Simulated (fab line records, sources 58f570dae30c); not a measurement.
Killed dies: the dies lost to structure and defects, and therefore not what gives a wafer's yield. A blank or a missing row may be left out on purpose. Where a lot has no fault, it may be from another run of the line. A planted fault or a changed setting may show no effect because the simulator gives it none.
fab line records || flow berkeleyCmos170
record {"lots": 5, "wafers": 15, "lastDay": 11}
route steps=331 shown V1@269 M2@271
lots that met no fault: taken from a fault-free run of the same line
startH: the number of hours between the record's first day and the start of the first shown wafer of the lot || waitH: time in hours since the lot's previous step || " as in the row above || L1.1+2: one row covering several wafers at once || - no value, or no start given || * or withheld: withheld || < > ~ a bound
route shown NAME@n: a module of which the file shows steps, and the number in the route of the first || usual: mean/standard deviation of fault-free wafers || same: alike in all rows || chamber/n: place in a boat || sites: per-site readings || _std_site: the values' standard deviation || _edge_site: outer sites' mean less inner sites' || radiusMm: how far each site lies from the wafer's centre || mask NAME#n: copy n || behind: the last tool/chamber to shape the wafer || hold: reason for holding the lot/hours on hold/outcome of the hold || device: the n, p or np transistor that did not switch || end of line: the same wafers' tests at the end of the route || step lacking rows: just its recipe || killed: count of dies lost to structure and defects at first sort (not the wafer's yield) || map: the dies of a wafer, with x for killed, . for not killed, _ for no die there
set.NAME: the setting as run; set.NAME@STEP: as run at that earlier step || model.NAME: the simulator's own value behind a step, which no gauge read
lots at selected steps of the route; one table per step, one row per wafer
services: when a tool's chamber went out of use (startH, in hours from the record's first day, below 0 if earlier), for how many hours, and the reason
## steps
# step UCB170_V1_STRIP_15
# recipe {"chemistry": "O2", "powerW": 400, "pressureMtorr": 3500, "platenTempC": "withheld", "o2FlowSccm": 400, "overashFraction": 0.5}
# usual {"drypumpMotorCurrentA": "5.6/0.46", "oesProductAu": "0.721/0.0045", "stripTimeToEndpointS": "15.26/0.12"}
{"lot.wafer": "L084.2", "tool": "plasmaAsher-04", "chamber": 0, "startH": 206.07, "waitH": 0.1, "drypumpMotorCurrentA": 5.4, "oesProductAu": 0.720, "rfHoursCounterH": 49, "stripTimeToEndpointS": 15.24}
{"lot.wafer": "L084.4", "tool": "plasmaAsher-04", "chamber": 1, "startH": 206.07, "waitH": 0.1, "drypumpMotorCurrentA": 6.2, "oesProductAu": 0.726, "rfHoursCounterH": "-", "stripTimeToEndpointS": 15.17}
{"lot.wafer": "L084.5", "tool": "plasmaAsher-04", "chamber": 0, "startH": 206.07, "waitH": 0.1, "drypumpMotorCurrentA": 5.4, "oesProductAu": 0.717, "rfHoursCounterH": "-", "stripTimeToEndpointS": 15.27}
{"lot.wafer": "L085.2", "tool": "plasmaAsher-01", "chamber": 0, "startH": 206.19, "waitH": 0.1, "drypumpMotorCurrentA": 5.3, "oesProductAu": 0.722, "rfHoursCounterH": 10, "stripTimeToEndpointS": 15.11}
{"lot.wafer": "L085.3", "tool": "plasmaAsher-01", "chamber": 0, "startH": 206.19, "waitH": 0.1, "drypumpMotorCurrentA": 5.3, "oesProductAu": 0.720, "rfHoursCounterH": "-", "stripTimeToEndpointS": 15.12}
{"lot.wafer": "L085.6", "tool": "plasmaAsher-01", "chamber": 0, "startH": 206.19, "waitH": 0.1, "drypumpMotorCurrentA": 5.3, "oesProductAu": 0.722, "rfHoursCounterH": "-", "stripTimeToEndpointS": 15.22}
{"lot.wafer": "L082.3", "tool": "plasmaAsher-01", "chamber": 1, "startH": 206.50, "waitH": 0.1, "drypumpMotorCurrentA": 5.8, "oesProductAu": 0.718, "rfHoursCounterH": "-", "stripTimeToEndpointS": 15.29}
{"lot.wafer": "L082.4", "tool": "plasmaAsher-01", "chamber": 0, "startH": 206.50, "waitH": 0.1, "drypumpMotorCurrentA": 5.3, "oesProductAu": 0.720, "rfHoursCounterH": "-", "stripTimeToEndpointS": 15.27}
{"lot.wafer": "L082.6", "tool": "plasmaAsher-01", "chamber": 0, "startH": 206.50, "waitH": 0.1, "drypumpMotorCurrentA": 5.3, "oesProductAu": 0.719, "rfHoursCounterH": "-", "stripTimeToEndpointS": 15.08}
{"lot.wafer": "L094.1", "tool": "plasmaAsher-02", "chamber": 0, "startH": 239.65, "waitH": 0.1, "drypumpMotorCurrentA": 4.8, "oesProductAu": 0.720, "rfHoursCounterH": 54, "stripTimeToEndpointS": 15.29}
{"lot.wafer": "L094.3", "tool": "plasmaAsher-02", "chamber": 0, "startH": 239.65, "waitH": 0.1, "drypumpMotorCurrentA": 4.8, "oesProductAu": 0.729, "rfHoursCounterH": "-", "stripTimeToEndpointS": 15.08}
{"lot.wafer": "L094.5", "tool": "plasmaAsher-02", "chamber": 0, "startH": 239.65, "waitH": 0.1, "drypumpMotorCurrentA": 4.8, "oesProductAu": 0.720, "rfHoursCounterH": "-", "stripTimeToEndpointS": 15.08}
{"lot.wafer": "L092.3", "tool": "plasmaAsher-01", "chamber": 0, "startH": 240.24, "waitH": 0.1, "drypumpMotorCurrentA": 5.3, "oesProductAu": 0.717, "rfHoursCounterH": "-", "stripTimeToEndpointS": 15.47}
{"lot.wafer": "L092.4", "tool": "plasmaAsher-01", "chamber": 1, "startH": 240.24, "waitH": 0.1, "drypumpMotorCurrentA": 5.8, "oesProductAu": 0.726, "rfHoursCounterH": "-", "stripTimeToEndpointS": 15.34}
{"lot.wafer": "L092.5", "tool": "plasmaAsher-01", "chamber": 1, "startH": 240.24, "waitH": 0.1, "drypumpMotorCurrentA": 5.8, "oesProductAu": 0.718, "rfHoursCounterH": "-", "stripTimeToEndpointS": 15.20}
# step UCB170_V1_CD_MEAS_90
# recipe {"targetCdNm": 700}
# usual {"cdNm": "699.5/1.7"}
{"lot.wafer": "L084.2", "tool": "cdSem-02", "chamber": "-", "startH": 206.27, "waitH": 0.2, "cdNm": 701.3}
{"lot.wafer": "L084.4", "tool": "cdSem-02", "chamber": "-", "startH": 206.27, "waitH": 0.2, "cdNm": 700.6}
{"lot.wafer": "L084.5", "tool": "cdSem-02", "chamber": "-", "startH": 206.27, "waitH": 0.2, "cdNm": 700.6}
{"lot.wafer": "L085.2", "tool": "cdSem-02", "chamber": "-", "startH": 206.39, "waitH": 0.2, "cdNm": 699.4}
{"lot.wafer": "L085.3", "tool": "cdSem-02", "chamber": "-", "startH": 206.39, "waitH": 0.2, "cdNm": 700.2}
{"lot.wafer": "L085.6", "tool": "cdSem-02", "chamber": "-", "startH": 206.39, "waitH": 0.2, "cdNm": 699.8}
{"lot.wafer": "L082.3", "tool": "cdSem-02", "chamber": "-", "startH": 206.65, "waitH": 0.1, "cdNm": 700.3}
{"lot.wafer": "L082.4", "tool": "cdSem-02", "chamber": "-", "startH": 206.65, "waitH": 0.1, "cdNm": 699.6}
{"lot.wafer": "L082.6", "tool": "cdSem-02", "chamber": "-", "startH": 206.65, "waitH": 0.1, "cdNm": 701.2}
{"lot.wafer": "L094.1", "tool": "cdSem-02", "chamber": "-", "startH": 239.75, "waitH": 0.1, "cdNm": 698.0}
{"lot.wafer": "L094.3", "tool": "cdSem-02", "chamber": "-", "startH": 239.75, "waitH": 0.1, "cdNm": 700.1}
{"lot.wafer": "L094.5", "tool": "cdSem-02", "chamber": "-", "startH": 239.75, "waitH": 0.1, "cdNm": 699.3}
{"lot.wafer": "L092.3", "tool": "cdSem-02", "chamber": "-", "startH": 240.34, "waitH": 0.1, "cdNm": 695.1}
{"lot.wafer": "L092.4", "tool": "cdSem-02", "chamber": "-", "startH": 240.34, "waitH": 0.1, "cdNm": 699.0}
{"lot.wafer": "L092.5", "tool": "cdSem-02", "chamber": "-", "startH": 240.34, "waitH": 0.1, "cdNm": 698.8}
# step UCB170_M2_PRE_CLEAN_00
# recipe {"gas": "Ar", "precleanEtchTimeS": 60}
{"lot.wafer": "L084.2+4+5", "tool": "pvdSputter-03", "chamber": "-", "startH": 206.37, "waitH": 0.1}
{"lot.wafer": "L085.2+3+6", "tool": "pvdSputter-02", "chamber": "-", "startH": 206.49, "waitH": 0.1}
{"lot.wafer": "L082.3+4+6", "tool": "pvdSputter-03", "chamber": "-", "startH": 206.73, "waitH": 0.1}
{"lot.wafer": "L094.1+3+5", "tool": "pvdSputter-01", "chamber": "-", "startH": 239.87, "waitH": 0.1}
{"lot.wafer": "L092.3+4+5", "tool": "pvdSputter-03", "chamber": "-", "startH": 240.42, "waitH": 0.1}
# step UCB170_M2_SPUTTER_01
# recipe {"material": "Al", "targetThkNm": 900, "timeS": 120, "powerW": 6000, "chamberPressurePa": 0.5}
# usual {"throttleValvePct": "29.5/1.5"}
{"lot.wafer": "L084.2", "tool": "pvdSputter-03", "chamber": "-", "startH": 206.44, "waitH": 0.0, "throttleValvePct": 30.7}
{"lot.wafer": "L084.4", "tool": "pvdSputter-03", "chamber": "-", "startH": 206.44, "waitH": 0.0, "throttleValvePct": 28.4}
{"lot.wafer": "L084.5", "tool": "pvdSputter-03", "chamber": "-", "startH": 206.44, "waitH": 0.0, "throttleValvePct": 26.5}
{"lot.wafer": "L085.2", "tool": "pvdSputter-02", "chamber": "-", "startH": 206.56, "waitH": 0.0, "throttleValvePct": 30.2}
{"lot.wafer": "L085.3", "tool": "pvdSputter-02", "chamber": "-", "startH": 206.56, "waitH": 0.0, "throttleValvePct": 28.9}
{"lot.wafer": "L085.6", "tool": "pvdSputter-02", "chamber": "-", "startH": 206.56, "waitH": 0.0, "throttleValvePct": 30.2}
{"lot.wafer": "L082.3", "tool": "pvdSputter-03", "chamber": "-", "startH": 206.80, "waitH": 0.0, "throttleValvePct": 28.5}
{"lot.wafer": "L082.4", "tool": "pvdSputter-03", "chamber": "-", "startH": 206.80, "waitH": 0.0, "throttleValvePct": 26.9}
{"lot.wafer": "L082.6", "tool": "pvdSputter-03", "chamber": "-", "startH": 206.80, "waitH": 0.0, "throttleValvePct": 26.8}
{"lot.wafer": "L094.1", "tool": "pvdSputter-01", "chamber": "-", "startH": 239.94, "waitH": 0.0, "throttleValvePct": 28.9}
{"lot.wafer": "L094.3", "tool": "pvdSputter-01", "chamber": "-", "startH": 239.94, "waitH": 0.0, "throttleValvePct": 31.3}
{"lot.wafer": "L094.5", "tool": "pvdSputter-01", "chamber": "-", "startH": 239.94, "waitH": 0.0, "throttleValvePct": 28.1}
{"lot.wafer": "L092.3", "tool": "pvdSputter-03", "chamber": "-", "startH": 240.49, "waitH": 0.0, "throttleValvePct": 30.1}
{"lot.wafer": "L092.4", "tool": "pvdSputter-03", "chamber": "-", "startH": 240.49, "waitH": 0.0, "throttleValvePct": 30.8}
{"lot.wafer": "L092.5", "tool": "pvdSputter-03", "chamber": "-", "startH": 240.49, "waitH": 0.0, "throttleValvePct": 28.7}
# step UCB170_M2_RS_MEAS_02
# recipe {"thkMeasGauge": "four-point-probe", "reads": "Al_of_M2_SPUTTER_01"}
# usual {"M2_AL_RS": "0.0323/0.00038"}
{"lot.wafer": "L084.2", "tool": "filmMetro-02", "chamber": "-", "startH": 206.54, "waitH": 0.1, "M2_AL_RS[ohm/sq]": 0.0313}
{"lot.wafer": "L084.4", "tool": "filmMetro-02", "chamber": "-", "startH": 206.54, "waitH": 0.1, "M2_AL_RS[ohm/sq]": 0.0321}
{"lot.wafer": "L084.5", "tool": "filmMetro-02", "chamber": "-", "startH": 206.54, "waitH": 0.1, "M2_AL_RS[ohm/sq]": 0.0319}
{"lot.wafer": "L085.2", "tool": "filmMetro-01", "chamber": "-", "startH": 206.66, "waitH": 0.1, "M2_AL_RS[ohm/sq]": 0.0321}
{"lot.wafer": "L085.3", "tool": "filmMetro-01", "chamber": "-", "startH": 206.66, "waitH": 0.1, "M2_AL_RS[ohm/sq]": 0.0322}
{"lot.wafer": "L085.6", "tool": "filmMetro-01", "chamber": "-", "startH": 206.66, "waitH": 0.1, "M2_AL_RS[ohm/sq]": 0.0320}
{"lot.wafer": "L082.3", "tool": "filmMetro-02", "chamber": "-", "startH": 206.92, "waitH": 0.1, "M2_AL_RS[ohm/sq]": 0.0322}
{"lot.wafer": "L082.4", "tool": "filmMetro-02", "chamber": "-", "startH": 206.92, "waitH": 0.1, "M2_AL_RS[ohm/sq]": 0.0324}
{"lot.wafer": "L082.6", "tool": "filmMetro-02", "chamber": "-", "startH": 206.92, "waitH": 0.1, "M2_AL_RS[ohm/sq]": 0.0324}
{"lot.wafer": "L094.1", "tool": "filmMetro-02", "chamber": "-", "startH": 240.02, "waitH": 0.0, "M2_AL_RS[ohm/sq]": 0.0325}
{"lot.wafer": "L094.3", "tool": "filmMetro-02", "chamber": "-", "startH": 240.02, "waitH": 0.0, "M2_AL_RS[ohm/sq]": 0.0323}
{"lot.wafer": "L094.5", "tool": "filmMetro-02", "chamber": "-", "startH": 240.02, "waitH": 0.0, "M2_AL_RS[ohm/sq]": 0.0327}
{"lot.wafer": "L092.3", "tool": "filmMetro-02", "chamber": "-", "startH": 240.61, "waitH": 0.1, "M2_AL_RS[ohm/sq]": 0.0327}
{"lot.wafer": "L092.4", "tool": "filmMetro-02", "chamber": "-", "startH": 240.61, "waitH": 0.1, "M2_AL_RS[ohm/sq]": 0.0323}
{"lot.wafer": "L092.5", "tool": "filmMetro-02", "chamber": "-", "startH": 240.61, "waitH": 0.1, "M2_AL_RS[ohm/sq]": 0.0327}
# step UCB170_M2_THK_MEAS_03
# recipe {"thkMeasGauge": "xrf", "reads": "Al_of_M2_SPUTTER_01"}
# usual {"M2_AL_THK": "898/12"}
{"lot.wafer": "L084.2", "tool": "filmMetro-02", "chamber": "-", "startH": 206.65, "waitH": 0.1, "M2_AL_THK[nm]": 929}
{"lot.wafer": "L084.4", "tool": "filmMetro-02", "chamber": "-", "startH": 206.65, "waitH": 0.1, "M2_AL_THK[nm]": 900}
{"lot.wafer": "L084.5", "tool": "filmMetro-02", "chamber": "-", "startH": 206.65, "waitH": 0.1, "M2_AL_THK[nm]": 911}
{"lot.wafer": "L085.2", "tool": "filmMetro-01", "chamber": "-", "startH": 206.77, "waitH": 0.1, "M2_AL_THK[nm]": 905}
{"lot.wafer": "L085.3", "tool": "filmMetro-01", "chamber": "-", "startH": 206.77, "waitH": 0.1, "M2_AL_THK[nm]": 902}
{"lot.wafer": "L085.6", "tool": "filmMetro-01", "chamber": "-", "startH": 206.77, "waitH": 0.1, "M2_AL_THK[nm]": 910}
{"lot.wafer": "L082.3", "tool": "filmMetro-02", "chamber": "-", "startH": 207.02, "waitH": 0.1, "M2_AL_THK[nm]": 893}
{"lot.wafer": "L082.4", "tool": "filmMetro-02", "chamber": "-", "startH": 207.02, "waitH": 0.1, "M2_AL_THK[nm]": 892}
{"lot.wafer": "L082.6", "tool": "filmMetro-02", "chamber": "-", "startH": 207.02, "waitH": 0.1, "M2_AL_THK[nm]": 897}
{"lot.wafer": "L094.1", "tool": "filmMetro-02", "chamber": "-", "startH": 240.14, "waitH": 0.1, "M2_AL_THK[nm]": 890}
{"lot.wafer": "L094.3", "tool": "filmMetro-02", "chamber": "-", "startH": 240.14, "waitH": 0.1, "M2_AL_THK[nm]": 900}
{"lot.wafer": "L094.5", "tool": "filmMetro-02", "chamber": "-", "startH": 240.14, "waitH": 0.1, "M2_AL_THK[nm]": 884}
{"lot.wafer": "L092.3", "tool": "filmMetro-02", "chamber": "-", "startH": 240.71, "waitH": 0.1, "M2_AL_THK[nm]": 881}
{"lot.wafer": "L092.4", "tool": "filmMetro-02", "chamber": "-", "startH": 240.71, "waitH": 0.1, "M2_AL_THK[nm]": 901}
{"lot.wafer": "L092.5", "tool": "filmMetro-02", "chamber": "-", "startH": 240.71, "waitH": 0.1, "M2_AL_THK[nm]": 885}
# step UCB170_M2_HMDS_04
# recipe {"primeTimeS": 60, "primeTempC": 100}
# usual {"chillPlateTempC": "22.99/0.099", "exhaustPa": "45.1/0.95"}
{"lot.wafer": "L084.2", "tool": "lithoTrack-01", "chamber": 0, "startH": 206.85, "waitH": 0.2, "chillPlateTempC": 23.13, "exhaustPa": 45.4}
{"lot.wafer": "L084.4", "tool": "lithoTrack-01", "chamber": 0, "startH": 206.85, "waitH": 0.2, "chillPlateTempC": 23.27, "exhaustPa": 45.4}
{"lot.wafer": "L084.5", "tool": "lithoTrack-01", "chamber": 0, "startH": 206.85, "waitH": 0.2, "chillPlateTempC": 23.09, "exhaustPa": 45.6}
{"lot.wafer": "L085.2", "tool": "lithoTrack-04", "chamber": 0, "startH": 206.97, "waitH": 0.2, "chillPlateTempC": 22.94, "exhaustPa": 43.4}
{"lot.wafer": "L085.3", "tool": "lithoTrack-04", "chamber": 0, "startH": 206.97, "waitH": 0.2, "chillPlateTempC": 22.99, "exhaustPa": 44.7}
{"lot.wafer": "L085.6", "tool": "lithoTrack-04", "chamber": 0, "startH": 206.97, "waitH": 0.2, "chillPlateTempC": 22.92, "exhaustPa": 43.8}
{"lot.wafer": "L082.3", "tool": "lithoTrack-01", "chamber": 0, "startH": 207.33, "waitH": 0.3, "chillPlateTempC": 23.07, "exhaustPa": 46.1}
{"lot.wafer": "L082.4", "tool": "lithoTrack-01", "chamber": 0, "startH": 207.33, "waitH": 0.3, "chillPlateTempC": 23.08, "exhaustPa": 44.9}
{"lot.wafer": "L082.6", "tool": "lithoTrack-01", "chamber": 0, "startH": 207.33, "waitH": 0.3, "chillPlateTempC": 22.96, "exhaustPa": 44.7}
{"lot.wafer": "L094.1", "tool": "lithoTrack-02", "chamber": 0, "startH": 240.36, "waitH": 0.2, "chillPlateTempC": 22.88, "exhaustPa": 46.1}
{"lot.wafer": "L094.3", "tool": "lithoTrack-02", "chamber": 0, "startH": 240.36, "waitH": 0.2, "chillPlateTempC": 22.97, "exhaustPa": 45.7}
{"lot.wafer": "L094.5", "tool": "lithoTrack-02", "chamber": 0, "startH": 240.36, "waitH": 0.2, "chillPlateTempC": 23.10, "exhaustPa": 46.2}
{"lot.wafer": "L092.3", "tool": "lithoTrack-02", "chamber": 0, "startH": 241.13, "waitH": 0.4, "chillPlateTempC": 22.96, "exhaustPa": 46.9}
{"lot.wafer": "L092.4", "tool": "lithoTrack-02", "chamber": 0, "startH": 241.13, "waitH": 0.4, "chillPlateTempC": 22.86, "exhaustPa": 46.3}
{"lot.wafer": "L092.5", "tool": "lithoTrack-02", "chamber": 0, "startH": 241.13, "waitH": 0.4, "chillPlateTempC": 22.91, "exhaustPa": 45.8}
## services
{"tool": "plasmaAsher-02", "chamber": "-", "startH": 219.31, "hours": 10.5, "kind": "repair"}
{"tool": "plasmaAsher-02", "chamber": "-", "startH": 228.12, "hours": 1.6, "kind": "repair"}
{"tool": "plasmaAsher-02", "chamber": "-", "startH": 237.48, "hours": 1.3, "kind": "repair"}
## key
fault none
